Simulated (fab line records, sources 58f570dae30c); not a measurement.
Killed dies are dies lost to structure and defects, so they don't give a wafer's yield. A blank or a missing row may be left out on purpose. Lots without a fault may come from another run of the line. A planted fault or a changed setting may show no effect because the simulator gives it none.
Which tool did it? | flow berkeley_cmos170 | 14 lots, 42 wafers sampled, at 5 steps of a route of 331

WHAT THE GAUGES READ, wafer by wafer
UCB170_PWELL_TW_MEAS_17.
lot  | measured    | on            | PWELL_TW
L920 | day 3 10:49 | film_metro-02 | 378.0 374.9 377.0
L919 | day 3 11:07 | film_metro-04 | 378.6 381.3 378.4
L922 | day 3 19:52 | film_metro-03 | 376.7 375.4 376.8
L925 | day 4 23:24 | film_metro-03 | 374.2 375.3 373.7
L926 | day 5 05:53 | film_metro-02 | 377.4 375.1 375.3
L927 | day 5 06:10 | film_metro-04 | 378.4 380.3 379.0
L928 | day 5 06:26 | film_metro-02 | 378.1 376.2 375.3
L929 | day 5 14:48 | film_metro-04 | 379.2 377.8 376.5
L930 | day 5 15:01 | film_metro-02 | 376.3 376.0 377.3
L935 | day 6 20:09 | film_metro-02 | 376.0 374.4 374.5
L939 | day 7 15:23 | film_metro-03 | 374.9 373.9 373.3
L941 | day 7 23:03 | film_metro-02 | 377.6 373.6 376.7
L940 | day 7 23:04 | film_metro-03 | 377.1 374.7 375.8
L942 | day 8 06:20 | film_metro-04 | 375.4 379.1 378.7

UCB170_PFIELD_TW_MEAS_09.
lot  | measured     | on            | PFIELD_TW
L920 | day 5 03:49  | film_metro-01 | 587 592 591
L919 | day 5 03:32  | film_metro-03 | 594 592 595
L922 | day 5 12:25  | film_metro-04 | 601 603 599
L925 | day 6 17:34  | film_metro-01 | 590 589 585
L926 | day 7 00:50  | film_metro-03 | 593 596 597
L927 | day 7 01:05  | film_metro-04 | 603 603 606
L928 | day 7 00:53  | film_metro-01 | 593 593 588
L929 | day 7 09:19  | film_metro-03 | 593 594 595
L930 | day 7 09:02  | film_metro-01 | 588 588 588
L935 | day 8 08:32  | film_metro-03 | 591 592 593
L939 | day 9 05:47  | film_metro-03 | 687 686 689
L941 | day 9 15:18  | film_metro-03 | 594 591 593
L940 | day 9 15:17  | film_metro-04 | 696 693 691
L942 | day 10 03:45 | film_metro-03 | 594 591 595

UCB170_NVT_OVL_MEAS_06.
lot  | measured     | on         | NVT_OVL (nm)
L920 | day 6 16:32  | overlay-02 | -3 -4 -12
L919 | day 6 17:52  | overlay-02 | -11 -8 -3
L922 | day 7 01:10  | overlay-01 | 10 1 -1
L925 | day 8 06:30  | overlay-02 | 0 5 0
L926 | day 8 13:26  | overlay-02 | -7 0 -4
L927 | day 8 13:18  | overlay-01 | -12 -13 -7
L928 | day 8 13:11  | overlay-02 | 3 -3 -5
L929 | day 8 20:50  | overlay-02 | -9 -9 -4
L930 | day 8 21:04  | overlay-01 | 4 7 -4
L935 | day 9 23:28  | overlay-02 | -1 -3 -8
L939 | day 11 00:02 | overlay-01 | 6 10 5
L941 | day 11 07:02 | overlay-01 | -9 -1 -3
L940 | day 11 07:19 | overlay-02 | 3 -2 0
L942 | day 11 18:33 | overlay-02 | -9 -5 -5

WHICH TOOL RAN EACH LOT (tool, then ch and the chambers of the sampled wafers, then the start)
lot  | UCB170_PWELL_STRIP_16               | UCB170_PFIELD_IMPLANT_07
L920 | plasma_asher-01 ch 0,1, day 3 10:43 | implanter-03 ch 0, day 5 03:35
L919 | plasma_asher-03 ch 0,1, day 3 11:01 | implanter-01 ch 0, day 5 03:17
L922 | plasma_asher-02 ch 0,1, day 3 19:46 | implanter-02 ch 0, day 5 12:10
L925 | plasma_asher-02 ch 0,1, day 4 23:18 | implanter-01 ch 0, day 6 17:22
L926 | plasma_asher-02 ch 0,1, day 5 05:48 | implanter-02 ch 0, day 7 00:37
L927 | plasma_asher-02 ch 0,1, day 5 06:04 | implanter-01 ch 0, day 7 00:50
L928 | plasma_asher-02 ch 0,1, day 5 06:20 | implanter-03 ch 0, day 7 00:38
L929 | plasma_asher-01 ch 0,1, day 5 14:42 | implanter-03 ch 0, day 7 09:04
L930 | plasma_asher-02 ch 0,1, day 5 14:55 | implanter-01 ch 0, day 7 08:47
L935 | plasma_asher-01 ch 0,1, day 6 20:02 | implanter-01 ch 0, day 8 08:18
L939 | plasma_asher-01 ch 0,1, day 7 15:17 | implanter-03 ch 0, day 9 05:32
L941 | plasma_asher-03 ch 0,1, day 7 22:58 | implanter-01 ch 0, day 9 15:03
L940 | plasma_asher-02 ch 0,1, day 7 22:58 | implanter-03 ch 0, day 9 15:04
L942 | plasma_asher-03 ch 0,1, day 8 06:14 | implanter-01 ch 0, day 10 03:30
- UCB170_PWELL_STRIP_16: strips in O2.
- UCB170_PFIELD_IMPLANT_07

WHAT THE TOOLS THEMSELVES READ (means of the sampled wafers that have a number; where no wafer has one, the mark that the record gives instead)
UCB170_PWELL_STRIP_16.
lot  | tool            | drypump_motor_current_A (A) | oes_product_au (a.u.) | strip_time_to_endpoint_s (s)
L920 | plasma_asher-01 | 5.6                         | 0.724                 | 17.89
L919 | plasma_asher-03 | 5.3                         | 0.723                 | 18.05
L922 | plasma_asher-02 | 5.7                         | 0.722                 | 17.95
L925 | plasma_asher-02 | 5.4                         | 0.722                 | 18.10
L926 | plasma_asher-02 | 5.7                         | 0.721                 | 17.96
L927 | plasma_asher-02 | 5.5                         | 0.720                 | 18.03
L928 | plasma_asher-02 | 5.5                         | 0.724                 | 17.98
L929 | plasma_asher-01 | 5.8                         | 0.720                 | 17.86
L930 | plasma_asher-02 | 5.7                         | 0.723                 | 17.84
L935 | plasma_asher-01 | 5.8                         | 0.722                 | 17.98
L939 | plasma_asher-01 | 5.9                         | 0.718                 | 17.96
L941 | plasma_asher-03 | 5.4                         | 0.716                 | 18.02
L940 | plasma_asher-02 | 5.5                         | 0.721                 | 18.05
L942 | plasma_asher-03 | 5.5                         | 0.720                 | 17.98

UCB170_PFIELD_IMPLANT_07.
lot  | tool         | dose_ions_cm2 | faraday_current_uA
L920 | implanter-03 | 1.9981e+13    | 63.8
L919 | implanter-01 | 1.9975e+13    | 62.2
L922 | implanter-02 | 2.0010e+13    | 62.2
L925 | implanter-01 | 1.9992e+13    | 63.5
L926 | implanter-02 | 2.0008e+13    | 63.4
L927 | implanter-01 | 1.9986e+13    | 65.0
L928 | implanter-03 | 2.0033e+13    | 63.1
L929 | implanter-03 | 1.9983e+13    | 63.3
L930 | implanter-01 | 2.0014e+13    | 62.9
L935 | implanter-01 | 1.9986e+13    | 62.8
L939 | implanter-03 | 3.2010e+13    | 100.7
L941 | implanter-01 | 2.0013e+13    | 62.9
L940 | implanter-03 | 3.2015e+13    | 99.9
L942 | implanter-01 | 2.0006e+13    | 65.7

THE ANSWER, worked out from the rows above alone
Rule: what is usual is taken from the lots themselves. Put in order of their means at a reading, lots are off if they are a third of the lots or fewer, leave a main group of 4 or more, and stand apart from it by a gap of 3 or more times the standard deviation of the main group's means; of several such gaps the widest counts. A main group whose means are all the same, to the digits that the tables above print for the reading, isn't used. A lot without any number at a reading at which 4 lots or more have one is off too. The other lots that the step has rows for count as sound. The gauges are gone through in route order, then the tools' own readings, and for those a lot's mean is taken as printed above. The first step at which some lot is off is used, and at that step the reading that is off furthest; a lot without a number counts as furthest.
Off: L939, L940, at UCB170_PFIELD_TW_MEAS_09 (PFIELD_TW). The main group: mean 594, standard deviation 4.6.
A tool fits if, at a process step before that reading, it ran every lot that is off, and no sound lot after the first of them. The gauges at UCB170_PFIELD_TW_MEAS_09 aren't tried: what is off there is off at UCB170_PFIELD_IMPLANT_07 too, on other tools, and a gauge's error can't cause that. One fits: implanter-03 at UCB170_PFIELD_IMPLANT_07. Its last sound lot is L929 (day 7 09:04), its first lot that is off L939 (day 9 05:32): a fault that began between those two fits.
The tool's own readings at UCB170_PFIELD_IMPLANT_07 bear it out: on the lots that are off they differ by more than 5 times the standard deviation of the sound lots' means. dose_ions_cm2 reads 3.2012e+13 there against 1.9999e+13 on the sound lots; faraday_current_uA reads 100.3 there against 63.4 on the sound lots.

WHAT THE SIMULATOR HAD PUT IN
Process parameter drift: implanter-03, from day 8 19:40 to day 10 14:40, at UCB170_PFIELD_IMPLANT_07. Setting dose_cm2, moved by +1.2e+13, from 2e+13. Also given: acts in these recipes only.
Lots struck among those shown: L939, L940. The rule above found the same.
